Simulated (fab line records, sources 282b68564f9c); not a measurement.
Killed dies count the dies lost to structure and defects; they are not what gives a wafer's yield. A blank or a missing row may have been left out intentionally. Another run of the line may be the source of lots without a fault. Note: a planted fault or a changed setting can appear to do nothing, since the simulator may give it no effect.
A sampling plan put to the test | flow rit_cmos | 10 faults told of in these records, all on one fab line, each judged by the records of the lots it struck
What counts as the plan is the set of the line's own looks, namely the steps on the route at which a gauge or an inspection reads a wafer and does not change it. Where struck wafers have a number at a look and the file lists that look's usual mean and standard deviation on fault-free wafers, the look can be judged. Caught: the struck wafers' mean, at a look after the fault's first step, is 4 or more of those standard deviations (sigma) away from the usual mean. On the tool: the identical test, applied to the tool's own readings at the steps of the fault. Also counted as caught: the struck wafers showing another recipe, or a record that is empty for them alone.

== THE FAULTS, as the simulator had put them in ==
1. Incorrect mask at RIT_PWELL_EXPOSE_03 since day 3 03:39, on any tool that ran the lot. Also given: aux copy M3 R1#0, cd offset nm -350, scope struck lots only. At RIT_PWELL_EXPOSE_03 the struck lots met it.
2. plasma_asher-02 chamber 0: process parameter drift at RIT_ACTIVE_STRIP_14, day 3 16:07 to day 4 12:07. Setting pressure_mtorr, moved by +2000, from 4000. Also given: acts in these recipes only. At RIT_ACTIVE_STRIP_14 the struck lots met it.
3. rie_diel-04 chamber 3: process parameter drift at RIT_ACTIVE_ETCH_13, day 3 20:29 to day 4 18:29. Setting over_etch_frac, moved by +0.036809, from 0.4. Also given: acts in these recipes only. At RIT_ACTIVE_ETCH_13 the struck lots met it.
4. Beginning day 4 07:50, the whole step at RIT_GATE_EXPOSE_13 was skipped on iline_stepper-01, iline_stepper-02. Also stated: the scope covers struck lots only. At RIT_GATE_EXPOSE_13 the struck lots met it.
5. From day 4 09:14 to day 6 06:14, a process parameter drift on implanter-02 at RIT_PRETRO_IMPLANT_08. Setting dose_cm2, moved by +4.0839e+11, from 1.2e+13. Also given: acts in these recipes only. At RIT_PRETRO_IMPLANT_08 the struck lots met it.
6. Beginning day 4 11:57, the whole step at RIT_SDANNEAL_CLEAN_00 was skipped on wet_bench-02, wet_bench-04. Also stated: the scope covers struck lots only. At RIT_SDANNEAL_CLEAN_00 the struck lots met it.
7. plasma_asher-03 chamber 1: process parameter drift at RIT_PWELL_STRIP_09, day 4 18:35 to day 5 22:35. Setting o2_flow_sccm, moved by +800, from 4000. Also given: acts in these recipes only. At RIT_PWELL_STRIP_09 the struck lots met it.
8. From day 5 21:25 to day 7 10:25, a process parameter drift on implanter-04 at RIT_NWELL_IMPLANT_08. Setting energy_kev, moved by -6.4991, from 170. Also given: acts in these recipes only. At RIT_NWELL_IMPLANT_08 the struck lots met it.
9. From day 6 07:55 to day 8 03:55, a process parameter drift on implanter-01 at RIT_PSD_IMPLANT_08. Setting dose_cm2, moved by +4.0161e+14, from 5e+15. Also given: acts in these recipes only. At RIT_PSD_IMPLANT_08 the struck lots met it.
10. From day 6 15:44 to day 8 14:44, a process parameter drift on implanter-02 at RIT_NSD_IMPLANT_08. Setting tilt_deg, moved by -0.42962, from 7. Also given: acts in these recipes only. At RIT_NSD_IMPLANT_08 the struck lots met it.

== WHAT THE PLAN SAW ==
fault | on the tool itself                               | first look that catches it                      | reading, sigma | median hours from its first step to that look | hours from the fault's start to the first struck lot there | judged looks passed uncaught
1     | no reading that can be judged                    | none of the 2 looks that can be judged after it | -              | -                                             | -                                                          | 2
2     | chamber_pressure_mTorr +99 or beyond sigma       | no look after it can be judged                  | -              | -                                             | -                                                          | 0
3     | under 2 sigma                                    | no look after it can be judged                  | -              | -                                             | -                                                          | 0
4     | no reading that can be judged                    | no look after it can be judged                  | -              | -                                             | -                                                          | 0
5     | dose_ions_cm2 +33 sigma                          | no look after it can be judged                  | -              | -                                             | -                                                          | 0
6     | the tool's record is blank for the struck wafers | no look after it can be judged                  | -              | -                                             | -                                                          | 0
7     | o2_flow_sccm +66 sigma                           | no look after it can be judged                  | -              | -                                             | -                                                          | 0
8     | beam_energy_keV -99 or beyond sigma              | no look after it can be judged                  | -              | -                                             | -                                                          | 0
9     | dose_ions_cm2 +87 sigma                          | no look after it can be judged                  | -              | -                                             | -                                                          | 0
10    | tilt_deg -20 sigma                               | no look after it can be judged                  | -              | -                                             | -                                                          | 0
A dash: the fault isn't caught, or these records don't give the number.

Caught at a look: 0 of 10. Caught on the tool: 7 of 10. By one or the other: 7 of 10.
On the tool alone, faults 2, 5, 6, 7, 8, 9, 10 were caught.
Caught by neither: faults 1, 3, 4.
